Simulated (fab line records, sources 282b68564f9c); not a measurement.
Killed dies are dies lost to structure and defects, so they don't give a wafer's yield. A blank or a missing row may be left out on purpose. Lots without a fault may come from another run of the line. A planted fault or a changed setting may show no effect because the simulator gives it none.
Chamber matching | flow rit_cmos | RIT_GATE_ETCH_19 on rie_si-02: 4 sister chambers
The step etches poly-Si in SF6/CHF3/O2, stops on SiO2, time 165 s, target depth 312.5 nm. 4 wafers are shown with their chamber, then 7 later ones without.

WAFERS WITH THEIR CHAMBER
wafer  | chamber | throttle_valve_pct (%)
L394.2 | 2       | 10.36
L396.1 | 1       | 10.03
L402.1 | 3       | 10.24
L402.2 | 0       | 10.39

WAFERS WITHOUT THEIR CHAMBER
wafer  | throttle_valve_pct (%)
L402.3 | 10.01
L404.1 | 10.38
L404.3 | 10.24
L404.5 | 10.01
L406.1 | 10.39
L406.3 | 10.36
L406.5 | 10.37

WHICH CHAMBER EACH WENT THROUGH
wafer  | from the rows above     | in truth
L402.3 | 1                       | 1
L404.1 | can't be placed: 0 or 2 | 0
L404.3 | 3                       | 3
L404.5 | 1                       | 1
L406.1 | 0                       | 0
L406.3 | 2                       | 2
L406.5 | can't be placed: 2 or 0 | 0
Placed correctly: 5 of 7. Can't be placed from these rows: 2 (the true chamber is among the candidates in 2). Placed wrongly: 0.
How it was worked out, from the rows above alone: a wafer's distance from a chamber is the root of the sum, over the readings, of the square of ((its reading less the chamber's mean) divided by the reading's scatter). The wafer belongs to the nearest chamber; if the next one is less than 2 further off, it can't be placed. A chamber's mean is the mean of its shown wafers. The scatter: with one shown wafer a chamber, the root of the mean of the squares of how far each hidden wafer lies from its nearest shown one.
